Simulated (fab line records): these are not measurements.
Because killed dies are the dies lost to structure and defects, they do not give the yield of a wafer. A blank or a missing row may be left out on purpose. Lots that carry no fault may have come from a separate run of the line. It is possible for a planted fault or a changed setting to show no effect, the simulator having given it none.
Comparing a struck lot with a sound one -- flow ritCmos -- 15 steps out of a route of 202
Sound: wafers L518.2, L518.4, L518.5. Wafers L520.2, L520.3, L520.6 were the ones struck. Last of all comes the cause.
At each step with rows: each side's tool, then ch and its chambers, then its first start. Under that, the readings that differ: sound wafers -- struck wafers -- difference of the means -- sigmas: that difference in standard deviations of wafers without a fault.
alike: readings with means less than 2 such deviations apart, plus words and numbers identical on both sides. not compared: withheld readings, readings lacking a value on some wafer, bounds such as >300 that could conceal the same value, and numbers that have no deviation in the record and whose values overlap.
Wherever a step has rows on one side only, a row that says differs or no value, or a row with sigmas, the two part there. When numbers do not overlap yet have no deviation, they are printed without sigmas and do not part them. A reading missing from all wafers of one side parts the sides only when that side holds two or more wafers.

first, 2 steps without rows for these wafers: RIT_NSD_HARDBAKE_07 (time 60 s); RIT_NSD_IMPLANT_08.
RIT_NSD_STRIP_09: strips in O2, time 180 s.
  sound on plasmaAsher-01 ch 0,1, day 3 11:55; struck on plasmaAsher-02 ch 0,1, day 3 21:59
  alike: drypumpMotorCurrentA
  not compared: rfHoursCounterH
RIT_NSD_TW_MEAS_10:
  sound on filmMetro-03 at day 3 12:06; struck on filmMetro-01 at day 3 22:10
  alike: NSD_TW
then, 6 steps without rows for these wafers: RIT_PSD_HMDS_00 (prime time 60 s); RIT_PSD_COAT_01 (resist thk 1000 nm); RIT_PSD_SOFTBAKE_02 (time 60 s); RIT_PSD_EXPOSE_03 (exposes mask M10, target cd 40900 nm); RIT_PSD_PEB_04; RIT_PSD_DEVELOP_05 (develop time 50 s).
RIT_PSD_OVL_MEAS_06:
  sound on overlay-01 at day 3 13:00; struck on overlay-01 at day 3 23:12
  alike: PSD_OVL
then, 1 step without rows for these wafers: RIT_PSD_HARDBAKE_07 (time 60 s).
RIT_PSD_IMPLANT_08:
  sound on implanter-04 ch 0, day 3 13:13; struck on implanter-04 ch 0, day 3 23:25
reading,sound,struck,difference,sigmas
tiltDeg (degrees),7.000 7.015 6.992,6.434 6.394 6.408,-0.590,-31
RIT_PSD_STRIP_09: strips in O2, time 180 s.
  sound on plasmaAsher-02 ch 0,1, day 3 13:20; struck on plasmaAsher-03 ch 1, day 3 23:32
  alike: drypumpMotorCurrentA
  not compared: rfHoursCounterH
RIT_M1_PROBE_99:
  sound on prober-01 at day 3 21:20; struck on prober-01 at day 4 08:01
  alike: killedAtContacts, killedAtFrontEnd, killedDies, killedOpen, killedShort
  not compared: model.etest.diodePplusNwell.bvV

== WHERE THEY PART ==
Within this record, at RIT_PSD_IMPLANT_08 only. Later steps at which nothing parts them and some readings are alike: RIT_PSD_STRIP_09, RIT_M1_PROBE_99.

WHY: whatever the simulator had introduced
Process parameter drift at RIT_PSD_IMPLANT_08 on implanter-04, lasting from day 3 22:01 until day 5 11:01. From 7, the setting tiltDeg moved by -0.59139. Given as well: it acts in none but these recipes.
